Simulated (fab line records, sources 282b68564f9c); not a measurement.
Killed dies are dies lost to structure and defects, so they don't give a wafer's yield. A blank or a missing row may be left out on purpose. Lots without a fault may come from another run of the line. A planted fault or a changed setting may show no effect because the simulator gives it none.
fab line records | flow rit_cmos
record lots=6 wafers=18 last_day=7
route steps=202 shown CONTACT@172 M1@184
lots that met no fault: from a run of the same line without faults
start_h: hours from the record's first day to the start of the lot's first wafer shown | wait_h: hours since the lot's step before | " the same as in the row above | L1.1+2: a row that stands for several wafers | - no value, or no start given | * or withheld: withheld | < > ~ a bound
route shown NAME@n: a module of which the file shows steps, and the number in the route of the first | usual: mean/standard deviation of fault-free wafers | same: alike in all rows | chamber/n: place in a boat | sites: the reading at each site | _std_site: their standard deviation | _edge_site: outer sites' mean less inner sites' | radius_mm: how far each site lies from the wafer's centre | mask NAME#n: copy n | behind: the tool/chamber that last shaped the wafer | hold: why the lot was held/for how many hours/how that ended | device: the transistor (n, p or np) that didn't switch | end of line: the same wafers' tests at the end of the route | a step without rows: its recipe alone | killed: dies lost to structure and defects at the first sort, not the wafer's yield | map: a wafer's dies, x killed, . not, _ none there
set.NAME: the setting as run; set.NAME@STEP: as run at that earlier step | model.NAME: the simulator's own value behind a step, which no gauge read
lots at some steps of the route; a table a step, a row a wafer
services: from which hour (start_h, from the record's first day; less than 0 if before it) a tool's chamber was out of use, for how many hours, and why
## steps
# step RIT_CONTACT_SOFTBAKE_04
# recipe resist=NOVOLAK temp_c=89.14 time_s=60
# step RIT_CONTACT_EXPOSE_05
# recipe mask_id=M11 na=0.6 source_shape=conventional sigma_outer=0.5 target_cd_nm=1000 dose_mj=250
# step RIT_CONTACT_PEB_06
# recipe resist=NOVOLAK temp_c=withheld time_s=withheld
# step RIT_CONTACT_DEVELOP_07
# recipe resist=NOVOLAK develop_time_s=120 dev_temp_c=23
# step RIT_CONTACT_CD_MEAS_08
# recipe target_cd_nm=1000
# usual cd_nm=1000.1/2.3
# columns lot.wafer tool chamber start_h wait_h cd_nm
L449.2 cd_sem-01 - 83.37 - 1000.7
L449.4 " - " " 1000.5
L449.6 " - " " 1000.6
L457.1 cd_sem-02 - 123.99 - 1003.3
L457.2 " - " " 999.9
L457.5 " - " " 1000.7
L459.1 cd_sem-01 - 131.33 - 1001.8
L459.4 " - " " 1003.4
L459.6 " - " " 1001.4
L463.1 cd_sem-02 - 151.12 - 1001.5
L463.4 " - " " 1003.2
L463.6 " - " " 1000.8
L464.2 cd_sem-01 - 156.91 - 999.7
L464.3 " - " " 1000.5
L464.6 " - " " 1000.1
L465.1 cd_sem-02 - 162.65 - 999.2
L465.4 " - " " 1001.2
L465.5 " - " " 1000.4
# step RIT_CONTACT_OVL_MEAS_09
# usual CONTACT_OVL=-0.1/1.4
# columns lot.wafer tool chamber start_h wait_h CONTACT_OVL[nm]
L449.2 overlay-02 - 83.47 0.1 0.8
L449.4 " - " " 2.5
L449.6 " - " " 0.5
L457.1 overlay-01 - 124.11 0.1 1.1
L457.2 " - " " 0.8
L457.5 " - " " 1.3
L459.1 overlay-02 - 131.45 0.1 1.6
L459.4 " - " " 1.7
L459.6 " - " " -0.1
L463.1 overlay-02 - 151.24 0.1 0.4
L463.4 " - " " -1.7
L463.6 " - " " -1.0
L464.2 overlay-01 - 157.02 0.1 -1.2
L464.3 " - " " -0.8
L464.6 " - " " 1.4
L465.1 overlay-02 - 162.77 0.1 -1.6
L465.4 " - " " -1.5
L465.5 " - " " -0.8
# step RIT_CONTACT_HARDBAKE_10
# recipe resist=NOVOLAK temp_c=140 time_s=60
# step RIT_CONTACT_ETCH_11
# recipe target_depth_a=4800 over_etch_frac=0.2 stop_on=TiSi2 chemistry=CHF3/CF4/Ar target=SiO2 CHF3_flow_sccm=50 cf4_flow_sccm=10 Ar_flow_sccm=100 O2_flow_sccm=5 pressure_mtorr=100 rf_w=200 time_s=320
# usual cf4_flow_sccm=10.002/0.028 drypump_motor_current_A=5.7/0.5 oes_product_au=0.988/0.019 throttle_valve_pct=8.85/0.14
# columns lot.wafer tool chamber start_h wait_h cf4_flow_sccm drypump_motor_current_A oes_product_au rf_hours_counter_h throttle_valve_pct
L449.2 rie_diel-01 0 83.65 0.1 9.964 5.4 0.997 83 9.03
L449.4 " 3 " " 10.013 5.7 0.987 14 8.69
L449.6 " 2 " " 10.025 5.1 0.962 - 8.81
L457.1 rie_diel-03 3 124.29 0.1 9.994 6.5 0.970 37 8.65
L457.2 " 2 " " 10.034 6.1 1.001 57 8.95
L457.5 " 0 " " 10.007 6.2 0.998 - 8.90
L459.1 rie_diel-01 0 131.64 0.1 9.983 5.5 0.996 84 9.02
L459.4 " 1 " " 10.029 6.3 0.957 151 9.02
L459.6 " 2 " " 10.034 5.1 0.956 - 8.79
L463.1 rie_diel-01 0 151.43 0.1 9.976 5.5 1.006 84 9.04
L463.4 " 0 " " 10.006 5.5 0.999 - 9.04
L463.6 " 3 " " 9.992 5.7 1.005 - 8.70
L464.2 rie_diel-02 1 157.20 0.1 10.009 5.9 0.993 35 8.85
L464.3 " 0 " " 10.051 5.9 0.983 103 8.67
L464.6 " 1 " " 10.031 5.9 0.990 - 8.83
L465.1 rie_diel-02 1 162.96 0.1 10.002 5.9 0.990 35 8.84
L465.4 " 0 " " 9.993 5.9 0.987 103 8.66
L465.5 " 2 " " 10.017 5.3 1.015 - 8.82
# step RIT_CONTACT_STRIP_12
# recipe chemistry=O2 time_s=180 resist=NOVOLAK platen_temp_c=withheld power_w=500 pressure_mtorr=4000 o2_flow_sccm=4000
# usual drypump_motor_current_A=5.5/0.36 rf_refl_power_W=7.3/1.2
# columns lot.wafer tool chamber start_h wait_h drypump_motor_current_A rf_hours_counter_h rf_refl_power_W
L449.2 plasma_asher-02 0 83.85 0.1 5.3 45 7.8
L449.4 " 1 " " 5.7 - 6.4
L449.6 " 1 " " 5.8 - 6.7
L457.1 plasma_asher-03 0 124.49 0.1 4.8 50 8.3
L457.2 " 1 " " 5.7 50 8.2
L457.5 " 1 " " 5.8 - 8.1
L459.1 plasma_asher-04 1 131.83 0.1 5.5 2 4.8
L459.4 " 0 " " 5.8 - 7.3
L459.6 " 1 " " 5.5 - 4.5
L463.1 plasma_asher-02 0 151.62 0.1 5.3 52 7.8
L463.4 " 0 " " 5.3 - 7.8
L463.6 " 0 " " 5.3 - 7.8
L464.2 plasma_asher-03 0 157.40 0.1 4.8 53 8.0
L464.3 " 1 " " 5.7 - 8.0
L464.6 " 1 " " 5.7 - 8.2
L465.1 plasma_asher-04 0 163.15 0.1 5.8 5 7.3
L465.4 " 0 " " 5.8 - 6.9
L465.5 " 0 " " 5.7 - 7.1
# step RIT_CONTACT_CD_MEAS_90
# recipe target_cd_nm=1000
# usual cd_nm=1000.2/2.3
# columns lot.wafer tool chamber start_h wait_h cd_nm
L449.2 cd_sem-01 - 84.04 0.1 1000.6
L449.4 " - " " 1001.0
L449.6 " - " " 1000.5
L457.1 cd_sem-02 - 124.66 0.1 1003.7
L457.2 " - " " 1000.0
L457.5 " - " " 1000.6
L459.1 cd_sem-01 - 132.01 0.1 1001.9
L459.4 " - " " 1003.4
L459.6 " - " " 1001.1
L463.1 cd_sem-01 - 151.79 0.1 1001.4
L463.4 " - " " 1003.5
L463.6 " - " " 1001.0
L464.2 cd_sem-01 - 157.59 0.1 999.4
L464.3 " - " " 1000.4
L464.6 " - " " 999.7
L465.1 cd_sem-01 - 163.33 0.1 998.7
L465.4 " - " " 1001.2
L465.5 " - " " 1000.8
# step RIT_CONTACT_CLEAN_13
# recipe chemistry=SC1 mix=3:3:50 time_s=600 temp_c=75
# step RIT_CONTACT_CLEAN_14
# recipe chemistry=SC2 mix=3:3:50 time_s=600 temp_c=75 dry=n2_spin
# step RIT_M1_SPUTTER_00
# recipe material=Al target_thk_nm=400 power_w=2000 chamber_pressure_pa=0.4 gas=Ar time_s=500 substrate_temp_c=25
# usual throttle_valve_pct=29.8/0.82
# columns lot.wafer tool chamber start_h wait_h throttle_valve_pct
L449.2 pvd_sputter-03 - 84.67 0.0 28.7
L449.4 " - " " 29.0
L449.6 " - " " 30.3
L457.1 pvd_sputter-04 - 125.15 0.0 30.4
L457.2 " - " " 29.9
L457.5 " - " " 29.1
L459.1 pvd_sputter-04 - 132.52 0.0 30.0
L459.4 " - " " 29.1
L459.6 " - " " 29.3
L463.1 pvd_sputter-04 - 152.26 0.0 30.2
L463.4 " - " " 30.2
L463.6 " - " " 30.4
L464.2 pvd_sputter-02 - 158.04 0.0 29.4
L464.3 " - " " 30.2
L464.6 " - " " 30.5
L465.1 pvd_sputter-03 - 163.85 0.0 30.7
L465.4 " - " " 28.2
L465.5 " - " " 28.1
# step RIT_M1_RS_MEAS_01
# recipe thk_meas_gauge=four-point-probe reads=Al_of_M1_SPUTTER_00
# usual M1_AL_RS=0.0734/0.0011
# columns lot.wafer tool chamber start_h wait_h M1_AL_RS[ohm/sq]
L449.2 film_metro-01 - 84.98 0.2 0.0726
L449.4 " - " " 0.0728
L449.6 " - " " 0.0736
L457.1 film_metro-02 - 125.44 0.1 0.0727
L457.2 " - " " 0.0722
L457.5 " - " " 0.0717
L459.1 film_metro-02 - 132.82 0.1 0.0737
L459.4 " - " " 0.0729
L459.6 " - " " 0.0730
L463.1 film_metro-03 - 152.56 0.1 0.0726
L463.4 " - " " 0.0721
L463.6 " - " " 0.0725
L464.2 film_metro-01 - 158.35 0.2 0.0742
L464.3 " - " " 0.0723
L464.6 " - " " 0.0730
L465.1 film_metro-01 - 164.14 0.1 0.0746
L465.4 " - " " 0.0739
L465.5 " - " " 0.0737
# step RIT_M1_THK_MEAS_02
# recipe thk_meas_gauge=xrf reads=Al_of_M1_SPUTTER_00
# usual M1_AL_THK=396/6.4
# columns lot.wafer tool chamber start_h wait_h M1_AL_THK[nm]
L449.2 film_metro-01 - 85.09 0.1 401
L449.4 " - " " 402
L449.6 " - " " 397
L457.1 film_metro-02 - 125.56 0.1 396
L457.2 " - " " 400
L457.5 " - " " 403
L459.1 film_metro-02 - 132.94 0.1 391
L459.4 " - " " 396
L459.6 " - " " 398
L463.1 film_metro-03 - 152.68 0.1 400
L463.4 " - " " 401
L463.6 " - " " 400
L464.2 film_metro-01 - 158.46 0.1 392
L464.3 " - " " 403
L464.6 " - " " 398
L465.1 film_metro-01 - 164.26 0.1 391
L465.4 " - " " 393
L465.5 " - " " 393
# step RIT_M1_HMDS_03
# recipe prime_time_s=60 prime_temp_c=140
# step RIT_M1_COAT_04
# recipe resist=NOVOLAK spin_rpm=2000 resist_thk_nm=1300
# step RIT_M1_SOFTBAKE_05
# recipe resist=NOVOLAK temp_c=90 time_s=60
# step RIT_M1_EXPOSE_06
# recipe mask_id=M12 na=0.6 source_shape=conventional sigma_outer=0.5 target_cd_nm=2600 dose_mj=253
# step RIT_M1_PEB_07
# recipe resist=NOVOLAK temp_c=withheld time_s=withheld
# step RIT_M1_DEVELOP_08
# recipe resist=NOVOLAK develop_time_s=68 dev_temp_c=23
# step RIT_M1_CD_MEAS_09
# recipe target_cd_nm=2600
# usual cd_nm=2599.3/2.2
# columns lot.wafer tool chamber start_h wait_h cd_nm
L449.2 cd_sem-02 - 86.17 - 2599.7
L449.4 " - " " 2598.1
L449.6 " - " " 2599.7
L457.1 cd_sem-02 - 126.66 - 2598.5
L457.2 " - " " 2600.9
L457.5 " - " " 2599.5
L459.1 cd_sem-02 - 134.00 - 2595.4
L459.4 " - " " 2597.2
L459.6 " - " " 2595.5
L463.1 cd_sem-02 - 153.62 - 2597.7
L463.4 " - " " 2596.8
L463.6 " - " " 2597.9
L464.2 cd_sem-02 - 159.41 - 2600.4
L464.3 " - " " 2599.8
L464.6 " - " " 2600.8
L465.1 cd_sem-02 - 165.20 - 2601.1
L465.4 " - " " 2597.5
L465.5 " - " " 2601.9
# step RIT_M1_OVL_MEAS_10
# usual M1_OVL=0.7/1.3
# columns lot.wafer tool chamber start_h wait_h M1_OVL[nm]
L449.2 overlay-02 - 86.27 0.1 -0.1
L449.4 " - " " -1.3
L449.6 " - " " -0.5
L457.1 overlay-01 - 126.78 0.1 2.8
L457.2 " - " " 2.9
L457.5 " - " " 1.3
L459.1 overlay-02 - 134.12 0.1 1.3
L459.4 " - " " -1.4
L459.6 " - " " -0.2
L463.1 overlay-01 - 153.74 0.1 1.3
L463.4 " - " " 1.6
L463.6 " - " " 0.7
L464.2 overlay-02 - 159.52 0.1 -1.5
L464.3 " - " " 0.0
L464.6 " - " " 0.8
L465.1 overlay-01 - 165.32 0.1 1.1
L465.4 " - " " -0.2
L465.5 " - " " -1.4
# step RIT_M1_HARDBAKE_11
# recipe resist=NOVOLAK temp_c=140 time_s=120
# step RIT_M1_METAL_ETCH_12
# recipe stop_on=SiO2 chemistry=Cl2/BCl3 target=Al time_s=165 over_etch_frac=0.5 pressure_mtorr=100 target_depth_a=6000 rf_w=250 Cl2_flow_sccm=60 bcl3_flow_sccm=50
# usual drypump_motor_current_A=5.7/0.45 oes_product_au=0.772/0.0088 throttle_valve_pct=8.34/0.11
# columns lot.wafer tool chamber start_h wait_h drypump_motor_current_A oes_product_au rf_hours_counter_h throttle_valve_pct
L449.2 rie_metal-02 0 86.55 0.2 5.9 0.767 36 8.37
L449.4 " 1 " " 5.4 0.778 - 8.27
L449.6 " 1 " " 5.4 0.777 - 8.26
L457.1 rie_metal-02 0 127.07 0.2 6.0 0.766 37 8.36
L457.2 " 1 " " 5.4 0.784 37 8.27
L457.5 " 0 " " 6.0 0.772 - 8.36
L459.1 rie_metal-01 1 134.41 0.2 5.8 0.772 1 8.39
L459.4 " 0 " " 6.5 0.767 - 8.22
L459.6 " 1 " " 5.9 0.775 - 8.39
L463.1 rie_metal-01 1 154.03 0.2 5.8 0.780 2 8.37
L463.4 " 1 " " 5.8 0.781 - 8.38
L463.6 " 0 " " 6.5 0.779 - 8.20
L464.2 rie_metal-02 0 159.80 0.2 6.0 0.782 0 8.36
L464.3 " 1 " " 5.4 0.767 - 8.28
L464.6 " 1 " " 5.4 0.766 - 8.28
L465.1 rie_metal-04 0 165.61 0.2 5.0 0.761 4 8.54
L465.4 " 1 " " 5.5 0.768 - 8.30
L465.5 " 0 " " 5.0 0.761 - 8.54
# step RIT_M1_STRIP_13
# recipe chemistry=nmp resist=NOVOLAK temp_c=80 time_s=600 dry=n2_spin
# step RIT_M1_STRIP_14
# recipe chemistry=O2 time_s=186.3 platen_temp_c=withheld power_w=500 pressure_mtorr=4000 o2_flow_sccm=4000
# usual drypump_motor_current_A=5.4/0.43
# columns lot.wafer tool chamber start_h wait_h drypump_motor_current_A rf_hours_counter_h
L449.2 plasma_asher-04 0 86.91 0.0 5.8 46
L449.4 " 0 " " 5.8 -
L449.6 " 1 " " 5.5 -
L457.1 plasma_asher-04 1 127.42 0.0 5.5 1
L457.2 " 0 " " 5.7 1
L457.5 " 1 " " 5.5 -
L459.1 plasma_asher-04 0 134.78 0.0 5.8 2
L459.4 " 0 " " 5.8 -
L459.6 " 0 " " 5.8 -
L463.1 plasma_asher-04 1 154.36 0.0 5.5 4
L463.4 " 1 " " 5.5 -
L463.6 " 0 " " 5.8 -
L464.2 plasma_asher-01 0 160.21 0.0 4.8 36
L464.3 " 0 " " 4.8 -
L464.6 " 1 " " 5.9 -
L465.1 plasma_asher-03 0 165.96 0.0 4.8 54
L465.4 " 0 " " 4.8 -
L465.5 " 1 " " 5.7 -
# step RIT_M1_CD_MEAS_90
# recipe target_cd_nm=2600
# usual cd_nm=2598.8/3
# columns lot.wafer tool chamber start_h wait_h cd_nm
L449.2 cd_sem-01 - 87.10 0.1 2599.2
L449.4 " - " " 2599.6
L449.6 " - " " 2600.6
L457.1 cd_sem-02 - 127.60 0.1 2596.6
L457.2 " - " " 2598.3
L457.5 " - " " 2595.9
L459.1 cd_sem-02 - 134.96 0.1 2597.6
L459.4 " - " " 2597.8
L459.6 " - " " 2597.4
L463.1 cd_sem-01 - 154.54 0.1 2598.2
L463.4 " - " " 2600.3
L463.6 " - " " 2600.7
L464.2 cd_sem-01 - 160.40 0.1 2598.4
L464.3 " - " " 2597.5
L464.6 " - " " 2598.6
L465.1 cd_sem-01 - 166.13 0.1 2600.0
L465.4 " - " " 2596.0
L465.5 " - " " 2600.7
# step RIT_M1_ANNEAL_15
# recipe temp_c=450 time_s=1800 ambient=forming_gas_H2N2
# step RIT_M1_BOW_MEAS_16
# recipe mode=bow
# usual M1_BOW=16/6.3
# columns lot.wafer tool chamber start_h wait_h M1_BOW[um]
L449.2 film_metro-03 - 88.72 0.0 4
L449.4 " - " " 18
L449.6 " - " " 10
L457.1 film_metro-03 - 129.58 0.0 13
L457.2 " - " " 7
L457.5 " - " " 18
L459.1 film_metro-02 - 137.79 0.0 18
L459.4 " - " " 18
L459.6 " - " " 11
L463.1 film_metro-02 - 156.27 0.0 20
L463.4 " - " " 5
L463.6 " - " " 20
L464.2 film_metro-01 - 162.02 0.0 11
L464.3 " - " " 21
L464.6 " - " " 16
L465.1 film_metro-03 - 167.75 0.0 10
L465.4 " - " " 19
L465.5 " - " " 11
# step RIT_M1_PROBE_99
# usual defect_limited_yield=97.3/1.2 killed_at_M0_to_M3=0.0/0.12 killed_at_front_end=7/3.2 killed_dies=7/3.2 killed_on_rim=1.8/1.3 killed_open=3.6/2.1 killed_short=3.5/2.1 sort_bin_3_pad_short=0.1/0.21 sort_bin_5_function=1.6/0.88 sort_bin_6_memory=1.0/0.66 sort_n_pass=257/3.2 sort_yield_pct=97.3/1.2
# same gross_dies=264 killed_at_M4_up=0 killed_at_back_side=0 killed_at_contacts=0 killed_at_other=0
# columns lot.wafer tool chamber start_h wait_h defect_limited_yield[%] killed_at_M0_to_M3 killed_at_front_end killed_dies killed_on_rim killed_open killed_short sort_bin_3_pad_short[%] sort_bin_5_function[%] sort_bin_6_memory[%] sort_n_pass sort_yield_pct[%] model.etest.tester.sort_n_pass model.etest.tester.sort_yield_pct model.etest.tester.sort_bin_5_pct model.etest.tester.sort_bin_6_pct
L449.2 prober-02 - 88.87 0.1 98.1 0 5 5 0 3 2 0 0.8 1.1 259 98.1 259 98.11 0.7576 1.136
L449.4 prober-02 - 88.97 0.2 97.3 0 7 7 2 5 2 0 2.3 0.4 257 97.3 257 97.35 2.273 0.3788
L449.6 prober-02 - 89.07 0.2 95.8 0 11 11 4 5 6 0.4 1.5 2.3 253 95.8 253 95.83 1.515 2.273
L457.1 prober-02 - 129.70 0.1 97.3 0 7 7 2 4 3 0 0.8 1.9 257 97.3 257 97.35 0.7576 1.894
L457.2 prober-02 - 129.75 0.1 97.3 0 7 7 2 4 3 0.8 1.1 0.8 257 97.3 257 97.35 1.136 0.7576
L457.5 prober-02 - 129.90 0.2 98.1 0 5 5 1 3 2 0 0.8 1.1 259 98.1 259 98.11 0.7576 1.136
L459.1 prober-02 - 137.91 0.1 89.0 23 6 29 9 1 5 2.7 7.6 0.8 235 89.0 235 89.02 7.576 0.7576
L459.4 prober-02 - 138.06 0.2 90.2 16 10 26 10 4 6 3.0 3.0 3.8 238 90.2 238 90.15 3.03 3.788
L459.6 prober-02 - 138.16 0.2 89.8 17 10 27 8 7 3 1.5 6.8 1.9 237 89.8 237 89.77 6.818 1.894
L463.1 prober-02 - 156.39 0.1 92.0 16 5 21 7 1 4 3.0 3.4 1.5 243 92.0 243 92.05 3.409 1.515
L463.4 prober-02 - 156.54 0.2 89.0 27 2 29 10 1 1 1.9 7.2 1.9 235 89.0 235 89.02 7.197 1.894
L463.6 prober-02 - 156.64 0.2 91.3 17 6 23 11 1 4 3.0 4.2 1.5 241 91.3 241 91.29 4.167 1.515
L464.2 prober-01 - 162.17 0.1 97.3 0 7 7 2 2 5 0.4 1.5 0.8 257 97.3 257 97.35 1.515 0.7576
L464.3 prober-01 - 162.22 0.2 97.0 0 8 8 1 4 4 0 2.3 0.8 256 97.0 256 96.97 2.273 0.7576
L464.6 prober-01 - 162.37 0.2 97.3 0 7 7 4 4 3 0 1.9 0.8 257 97.3 257 97.35 1.894 0.7576
L465.1 prober-02 - 167.87 0.1 99.2 0 2 2 1 0 2 0 0.4 0.4 262 99.2 262 99.24 0.3788 0.3788
L465.4 prober-02 - 168.02 0.2 97.0 0 8 8 1 3 5 0 2.7 0.4 256 97.0 256 96.97 2.652 0.3788
L465.5 prober-02 - 168.07 0.2 95.1 0 13 13 4 5 8 0.4 3.8 0.8 251 95.1 251 95.08 3.788 0.7576
# killed by level:class
L449.2 FOX1:geometric_particle:short=1 FOX2:geometric_particle:short=1 FOX2:geometric_particle:open=1 SPACER:geometric_particle:open=1 SILICIDE:geometric_particle:open=1
L449.4 FOX1:geometric_particle:open=3 FOX1:geometric_particle:short=1 GATE:geometric_particle:open=1 SPACER:geometric_particle:open=1 SILICIDE:geometric_particle:short=1
L449.6 FOX1:geometric_particle:open=2 GATE:geometric_particle:short=2 SPACER:geometric_particle:open=2 SILICIDE:geometric_particle:short=2 FOX1:geometric_particle:short=1 GATE:geometric_particle:open=1 REOX:geometric_particle:short=1
L457.1 REOX:geometric_particle:open=3 REOX:geometric_particle:short=2 GATE:geometric_particle:short=1 SILICIDE:geometric_particle:open=1
L457.2 GATE:geometric_particle:open=3 SILICIDE:geometric_particle:short=2 FOX2:geometric_particle:open=1 FOX2:geometric_particle:short=1
L457.5 GATE:geometric_particle:open=2 GATE:geometric_particle:short=1 REOX:geometric_particle:short=1 SILICIDE:geometric_particle:open=1
L459.1 M1:unspecified=23 GATE:geometric_particle:short=3 FOX1:geometric_particle:short=1 REOX:geometric_particle:open=1 SILICIDE:geometric_particle:short=1
L459.4 M1:unspecified=16 SPACER:geometric_particle:short=3 FOX1:geometric_particle:short=2 GATE:geometric_particle:open=2 SPACER:geometric_particle:open=2 GATE:geometric_particle:short=1
L459.6 M1:unspecified=17 GATE:geometric_particle:open=4 SPACER:geometric_particle:short=2 SPACER:geometric_particle:open=2 GATE:geometric_particle:short=1 SILICIDE:geometric_particle:open=1
L463.1 M1:unspecified=16 GATE:geometric_particle:short=2 REOX:geometric_particle:short=2 GATE:geometric_particle:open=1
L463.4 M1:unspecified=27 FOX1:geometric_particle:short=1 SILICIDE:geometric_particle:open=1
L463.6 M1:unspecified=17 GATE:geometric_particle:short=2 REOX:geometric_particle:short=1 SPACER:geometric_particle:open=1 SILICIDE:geometric_particle:short=1 GATE:coat_microbubble_printed=1
L464.2 FOX1:geometric_particle:short=3 GATE:geometric_particle:short=1 GATE:geometric_particle:open=1 SILICIDE:geometric_particle:open=1 SILICIDE:geometric_particle:short=1
L464.3 GATE:geometric_particle:open=4 SILICIDE:geometric_particle:short=2 GATE:geometric_particle:short=1 SPACER:geometric_particle:short=1
L464.6 GATE:geometric_particle:short=2 FOX1:geometric_particle:open=1 GATE:geometric_particle:open=1 REOX:geometric_particle:open=1 SPACER:geometric_particle:short=1 SILICIDE:geometric_particle:open=1
L465.1 GATE:geometric_particle:short=2
L465.4 GATE:geometric_particle:short=4 GATE:geometric_particle:open=3 SPACER:geometric_particle:short=1
L465.5 REOX:geometric_particle:short=4 FOX1:geometric_particle:open=3 FOX1:geometric_particle:short=2 GATE:geometric_particle:open=1 SPACER:geometric_particle:short=1 SPACER:geometric_particle:open=1 SILICIDE:geometric_particle:short=1
# map L459.1 (x killed, . not)
________......._______
_____.....x.......____
____....x..........___
___.................__
__..................._
__..................._
_................x....
_.....................
_x....................
_......x..............
__...xx.............._
__..xxxx............._
___xxxxxx.....x.....__
____xxxxx..........___
_____xxxxx..x.....____
________......._______
# map L463.4 (x killed, . not)
________......._______
_____x............____
____...............___
___.................__
__..................._
__..................._
_.....................
_.....................
_.....................
_.....................
__...xx.............._
__.xxxxxxx..........._
___xxxxxx.x.........__
____xxxxxx..x......___
_____xxxxx........____
________......._______
## services
# columns tool chamber start_h hours kind
rie_diel-03 0 64.49 8.8 repair
rie_metal-04 - 64.87 0.9 repair
rie_diel-02 2 65.04 6.8 repair
pvd_sputter-03 - 65.27 1.1 repair
plasma_asher-01 - 70.32 15.6 pm
rie_diel-03 1 70.39 5.8 repair
pvd_sputter-04 - 72.06 4.4 repair
rie_diel-02 2 76.23 7.0 repair
rie_diel-03 3 98.50 4.9 repair
rie_diel-01 - 103.56 0.9 repair
plasma_asher-04 - 108.75 9.0 pm
plasma_asher-04 0 108.75 9.0 vent_cycle
plasma_asher-04 1 108.75 9.0 vent_cycle
rie_metal-04 0 115.04 17.4 repair
plasma_asher-04 0 117.75 - clean
plasma_asher-04 1 117.75 - clean
rie_metal-04 1 121.73 6.4 repair
plasma_asher-02 - 122.05 2.1 repair
rie_metal-02 - 126.14 0.7 repair
rie_metal-02 - 136.12 20.0 pm
rie_metal-02 0 136.12 20.0 vent_cycle
rie_metal-02 1 136.12 20.0 vent_cycle
rie_diel-01 1 149.21 - clean
rie_metal-01 - 151.04 1.2 repair
## key
first_sign step=RIT_M1_PROBE_99 reading=killed_at_M0_to_M3 direction=up sigmas=19 usual=0.0 struck=19.3
effect step=RIT_M1_PROBE_99 reading=sort_bin_3_pad_short direction=up sigmas=6.3 usual=0.1 struck=2.5
model_effect step=RIT_M1_PROBE_99 value=etest.tester.sort_n_pass without=257 struck=238.2
met_at RIT_M1_SPUTTER_00
struck_wafers L459.1,L459.4,L459.6,L463.1,L463.4,L463.6
onset_between 125.15 132.52
also_fits RIT_CONTACT_ETCH_11:rie_diel-01,RIT_M1_METAL_ETCH_12:rie_metal-01,RIT_M1_STRIP_14:plasma_asher-04
fault kind=chamber_particle_source tool=pvd_sputter-04 chamber=- onset_h=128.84 steps=RIT_M1_SPUTTER_00 rate_per_visit_cm2=1.0218 end_h=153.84
